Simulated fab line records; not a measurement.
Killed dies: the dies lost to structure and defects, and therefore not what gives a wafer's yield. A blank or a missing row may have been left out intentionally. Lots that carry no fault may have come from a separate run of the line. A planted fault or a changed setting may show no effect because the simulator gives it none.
Problem report in the 8D (eight disciplines) form, filled by code ; flow berkeley-cmos170 ; the parts of the form that need people (team, actions taken, sign-off) are left out

## 1. THE ISSUE
exposure-dose-mJ-cm2 at UCB170_M3_EXPOSE_12 reads a mean of 25.864 on 2 wafers of 1 lot; wafers without a fault read 25.990 with a standard deviation of 0.025. Relative to the usual mean, that is a shift of -5.0 standard deviations.
The step: exposes mask METAL3, target cd 700 nm.
The first sign was on wafer L326.4 at day 10 20:42, on krf-scanner-01. Wafers with a number at this step in the record: 38, from 13 lots. Rule for "out", or "out of limits": more than 4 standard deviations from the usual mean. The other wafers with a number count as sound.

## 2. WHAT THIS IS AND IS NOT
question;is;is not
which readings at this step;exposure-dose-mJ-cm2;-
which lots;L326;L318, L319, L321, L322, L330, L331, L332, L336, L338, L339, L340, L341
which wafers of those lots;all that have a number;-
read on which tools;krf-scanner-01;krf-scanner-02
when;from day 10 20:42;"up to then (12 sound wafers); but 24 sound wafers of L330, L331, L332, L336, L338, L339, L340, L341 came after"

## 3. THE SUSPECTS, EACH WITH WHAT RULES IT OUT
Counting: a tool at a process step up to the reading stays a suspect if it ran every lot that is out and no sound lot after the first of them.
- krf-scanner-01 at UCB170_M3_EXPOSE_12 (exposes mask METAL3, target cd 700 nm): ruled out as a lasting fault. Sound lots L339, L340, L341 ran on it after its first lot that is out, L326 (day 10 20:42).
Left after counting: nothing in the record.

## 4. THE CAUSE (what the simulator had put in)
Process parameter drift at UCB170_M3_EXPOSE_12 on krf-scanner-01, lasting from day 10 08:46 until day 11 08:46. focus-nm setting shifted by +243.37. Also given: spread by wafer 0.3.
Counting ruled it out, wrongly.

## 5. SEQUENCE OF EFFECTS, ordered by route
Each row: a reading where the mean over the struck wafers with a number is more than 3 standard deviations away from the usual. Only readings for which the record gives a usual standard deviation are gone through. hours: the time from each lot's start at the first step in this table that gives one to its start at this step, as a median over the lots. sigmas: the change in usual standard deviations.
hours;step;reading;usual;on struck wafers;change;sigmas
0;UCB170_M3_EXPOSE_12;exposure-dose-mJ-cm2;25.990;25.864;-0.125;-5.0
The process steps in it:
- UCB170_M3_EXPOSE_12: exposes mask METAL3, target cd 700 nm.

## 6. WHAT WOULD HAVE CAUGHT IT SOONER
The fault began at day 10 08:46; the first out-of-limits reading in this record came at day 10 20:42, 12 hours later.
